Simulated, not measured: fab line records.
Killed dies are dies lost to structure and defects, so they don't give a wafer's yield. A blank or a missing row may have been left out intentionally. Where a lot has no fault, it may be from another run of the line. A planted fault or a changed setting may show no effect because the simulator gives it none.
Which tool was responsible? / flow berkeley_cmos170 / 14 lots, 42 wafers sampled, at 2 steps of a route of 331

== WHAT THE GAUGES READ, wafer by wafer ==
UCB170_PWELL_TW_MEAS_17.
lot=L971; measured=day 3 07:38; on=film_metro-04; PWELL_TW=381 381 380
lot=L970; measured=day 3 07:55; on=film_metro-01; PWELL_TW=370 370 373
lot=L973; measured=day 3 12:01; on=film_metro-01; PWELL_TW=375 373 373
lot=L975; measured=day 3 23:43; on=film_metro-01; PWELL_TW=370 373 373
lot=L977; measured=day 4 14:50; on=film_metro-01; PWELL_TW=375 375 375
lot=L978; measured=day 4 15:06; on=film_metro-04; PWELL_TW=385 385 383
lot=L983; measured=day 5 13:46; on=film_metro-03; PWELL_TW=340 341 340 338 340 340
lot=L984; measured=day 5 18:20; on=film_metro-04; PWELL_TW=340 338 338 339 339 340
lot=L985; measured=day 5 21:49; on=film_metro-01; PWELL_TW=371 373 372
lot=L988; measured=day 6 09:19; on=film_metro-04; PWELL_TW=380 382 381
lot=L987; measured=day 6 15:49; on=film_metro-01; PWELL_TW=371 370 370
lot=L990; measured=day 6 23:57; on=film_metro-01; PWELL_TW=371 372 373
lot=L989; measured=day 7 00:08; on=film_metro-01; PWELL_TW=375 374 374
lot=L993; measured=day 7 20:47; on=film_metro-01; PWELL_TW=376 376 378

== WHICH TOOL RAN EACH LOT (tool, then ch and the chambers of the sampled wafers, then the start) ==
lot=L971; UCB170_PWELL_IMPLANT_15=implanter-04 ch 0, day 3 07:23
lot=L970; UCB170_PWELL_IMPLANT_15=implanter-01 ch 0, day 3 07:41
lot=L973; UCB170_PWELL_IMPLANT_15=implanter-04 ch 0, day 3 11:46
lot=L975; UCB170_PWELL_IMPLANT_15=implanter-03 ch 0, day 3 23:29
lot=L977; UCB170_PWELL_IMPLANT_15=implanter-01 ch 0, day 4 14:35
lot=L978; UCB170_PWELL_IMPLANT_15=implanter-03 ch 0, day 4 14:52
lot=L983; UCB170_PWELL_IMPLANT_15=implanter-03 ch 0, day 5 13:31
lot=L984; UCB170_PWELL_IMPLANT_15=implanter-03 ch 0, day 5 18:07
lot=L985; UCB170_PWELL_IMPLANT_15=implanter-01 ch 0, day 5 21:34
lot=L988; UCB170_PWELL_IMPLANT_15=implanter-01 ch 0, day 6 09:04
lot=L987; UCB170_PWELL_IMPLANT_15=implanter-04 ch 0, day 6 15:35
lot=L990; UCB170_PWELL_IMPLANT_15=implanter-04 ch 0, day 6 23:42
lot=L989; UCB170_PWELL_IMPLANT_15=implanter-04 ch 0, day 6 23:55
lot=L993; UCB170_PWELL_IMPLANT_15=implanter-01 ch 0, day 7 20:32
- UCB170_PWELL_IMPLANT_15

== WHAT THE TOOLS THEMSELVES READ (means of the sampled wafers that have a number; where no wafer has one, the mark that the record gives instead) ==
UCB170_PWELL_IMPLANT_15.
lot=L971; tool=implanter-04; dose_ions_cm2=5.007e+12; end_station_pressure_torr (Torr)=5.16e-06; faraday_current_uA=15.75; tilt_deg (degrees)=7.023
lot=L970; tool=implanter-01; dose_ions_cm2=5.006e+12; end_station_pressure_torr (Torr)=5.20e-06; faraday_current_uA=15.62; tilt_deg (degrees)=6.988
lot=L973; tool=implanter-04; dose_ions_cm2=5.003e+12; end_station_pressure_torr (Torr)=5.22e-06; faraday_current_uA=15.81; tilt_deg (degrees)=7.008
lot=L975; tool=implanter-03; dose_ions_cm2=4.997e+12; end_station_pressure_torr (Torr)=5.02e-06; faraday_current_uA=15.87; tilt_deg (degrees)=7.022
lot=L977; tool=implanter-01; dose_ions_cm2=5.001e+12; end_station_pressure_torr (Torr)=4.88e-06; faraday_current_uA=16.11; tilt_deg (degrees)=7.032
lot=L978; tool=implanter-03; dose_ions_cm2=4.998e+12; end_station_pressure_torr (Torr)=4.84e-06; faraday_current_uA=15.88; tilt_deg (degrees)=6.984
lot=L983; tool=implanter-03; dose_ions_cm2=3.384e+12; end_station_pressure_torr (Torr)=4.80e-06; faraday_current_uA=10.66; tilt_deg (degrees)=6.993
lot=L984; tool=implanter-03; dose_ions_cm2=3.384e+12; end_station_pressure_torr (Torr)=5.23e-06; faraday_current_uA=10.65; tilt_deg (degrees)=7.014
lot=L985; tool=implanter-01; dose_ions_cm2=5.002e+12; end_station_pressure_torr (Torr)=5.16e-06; faraday_current_uA=15.88; tilt_deg (degrees)=6.975
lot=L988; tool=implanter-01; dose_ions_cm2=4.997e+12; end_station_pressure_torr (Torr)=5.01e-06; faraday_current_uA=15.75; tilt_deg (degrees)=7.003
lot=L987; tool=implanter-04; dose_ions_cm2=5.001e+12; end_station_pressure_torr (Torr)=5.11e-06; faraday_current_uA=15.79; tilt_deg (degrees)=6.969
lot=L990; tool=implanter-04; dose_ions_cm2=5.006e+12; end_station_pressure_torr (Torr)=4.91e-06; faraday_current_uA=15.94; tilt_deg (degrees)=7.016
lot=L989; tool=implanter-04; dose_ions_cm2=4.999e+12; end_station_pressure_torr (Torr)=5.00e-06; faraday_current_uA=15.93; tilt_deg (degrees)=7.013
lot=L993; tool=implanter-01; dose_ions_cm2=4.996e+12; end_station_pressure_torr (Torr)=5.06e-06; faraday_current_uA=16.14; tilt_deg (degrees)=6.981

== THE ANSWER, worked out from the rows above alone ==
Rule: what is usual is taken from the lots themselves. The widest of any qualifying gaps counts: lots, ordered by their means at a reading, are off when they make up no more than a third of the lots, leave a main group of 4 or more, and stand apart from it by 3 or more times the standard deviation of that group's means. A main group whose means are all the same, to the digits that the tables above print for the reading, isn't used. Also off: a lot with no number at a reading for which 4 or more lots have one. Any other lot the step has rows for is counted as sound. After the gauges, taken in route order, come the tools' own readings; for these a lot's mean is taken, as printed above. The first step at which some lot is off is used, and at that step the reading that is off furthest; a lot without a number counts as furthest.
Off: L983, L984, seen at UCB170_PWELL_TW_MEAS_17 (PWELL_TW). The main group: mean 375, standard deviation 4.3.
A tool fits if, at a process step before that reading, it ran every lot that is off, and no sound lot after the first of them. The gauges at UCB170_PWELL_TW_MEAS_17 aren't tried: what is off there is off at UCB170_PWELL_IMPLANT_15 too, on other tools, and a gauge's error can't cause that. One fits: UCB170_PWELL_IMPLANT_15 on implanter-03. A fault onset in the window from L978 (day 4 14:52, its last sound lot) to L983 (day 5 13:31, its first lot off) fits.
The tool's own readings at UCB170_PWELL_IMPLANT_15 bear it out: on the lots that are off they differ by more than 5 times the standard deviation of the sound lots' means. dose_ions_cm2 reads 3.384e+12 there against 5.001e+12 on the sound lots; faraday_current_uA reads 10.66 there against 15.87 on the sound lots.

== WHAT WAS PUT IN BY THE SIMULATOR ==
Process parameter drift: implanter-03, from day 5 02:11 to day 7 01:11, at UCB170_PWELL_IMPLANT_15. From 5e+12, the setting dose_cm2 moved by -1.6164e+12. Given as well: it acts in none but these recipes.
Lots struck among those shown: L983, L984. The rule given above showed the same thing.
